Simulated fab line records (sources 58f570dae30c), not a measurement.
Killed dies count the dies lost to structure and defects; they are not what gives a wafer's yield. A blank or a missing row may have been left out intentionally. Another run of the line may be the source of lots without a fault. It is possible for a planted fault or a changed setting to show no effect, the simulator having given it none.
A lot that was struck, set against a sound lot	flow berkeleyCmos170	15 steps out of a route of 331
Sound: the wafers L895.1, L895.4, L895.5. Wafers struck: L903.2, L903.3, L903.5. The cause comes at the end.
Each step with rows lists, per side, the tool, then ch with its chambers, then its first start. Under that, the readings that differ: sound wafers	struck wafers	difference of the means	sigmas: that difference in standard deviations of wafers without a fault.
alike: readings with means less than 2 such deviations apart, plus words and numbers identical on both sides. not compared: withheld readings, readings lacking a value on some wafer, bounds such as >300 that could conceal the same value, and numbers that have no deviation in the record and whose values overlap.
A row with sigmas, a row that says differs or no value, or rows on one side alone: a step with any of these is where the two part. When numbers do not overlap yet have no deviation, they are printed without sigmas and do not part them. A reading missing from all wafers of one side parts the sides only when that side holds two or more wafers.

first, 1 step without rows for these wafers: UCB170_PLDD_IMPLANT_09.
UCB170_PLDD_STRIP_10: strips in O2.
  sound on plasmaAsher-01 ch 0,1, day 7 23:53; struck on plasmaAsher-01 ch 0,1, day 9 21:15
  alike: drypumpMotorCurrentA, o2FlowSccm, oesProductAu, stripTimeToEndpointS
  not compared: rfHoursCounterH
UCB170_PLDD_TW_MEAS_11:
  sound on filmMetro-02 at day 7 23:59; struck on filmMetro-04 at day 9 21:22
reading	sound	struck	difference	sigmas
PLDD_TW	1016 1012 1012	1035 1036 1039	+23	+2
then, 7 steps without rows for these wafers: UCB170_PLDD_CLEAN_12 (cleans in SPM, time 600 s); UCB170_NLDD_HMDS_00 (prime time 60 s); UCB170_NLDD_COAT_01 (resist thk 900 nm); UCB170_NLDD_SOFTBAKE_02 (time 60 s); UCB170_NLDD_EXPOSE_03 (exposes mask NSELECT, target cd 1200 nm); UCB170_NLDD_PEB_04; UCB170_NLDD_DEVELOP_05 (develop time 45 s).
UCB170_NLDD_CD_MEAS_06: the cd target is 1200 nm.
  sound on cdSem-02 at day 8 01:20; struck on cdSem-01 at day 9 22:45
reading	sound	struck	difference	sigmas
cdNm (nm)	1196.6 1198.2 1199.1	1201.9 1201.6 1201.6	+3.7	+3
UCB170_NLDD_OVL_MEAS_07:
  sound on overlay-02 at day 8 01:28; struck on overlay-01 at day 9 22:52
  alike: NLDD_OVL
UCB170_NLDD_IMPLANT_08:
  sound on implanter-02 ch 0, day 8 01:30; struck on implanter-02 ch 0, day 9 22:55
reading	sound	struck	difference	sigmas
tiltDeg (degrees)	6.987 6.965 6.987	7.462 7.419 7.444	+0.462	+24
then, 2 steps without rows for these wafers: UCB170_NLDD_IMPLANT_09; UCB170_M3_PROBE_99.

== WHERE THEY PART ==
Earliest at UCB170_PLDD_TW_MEAS_11; latest, in this record, at UCB170_NLDD_IMPLANT_08.

WHY: the cause the simulator had injected
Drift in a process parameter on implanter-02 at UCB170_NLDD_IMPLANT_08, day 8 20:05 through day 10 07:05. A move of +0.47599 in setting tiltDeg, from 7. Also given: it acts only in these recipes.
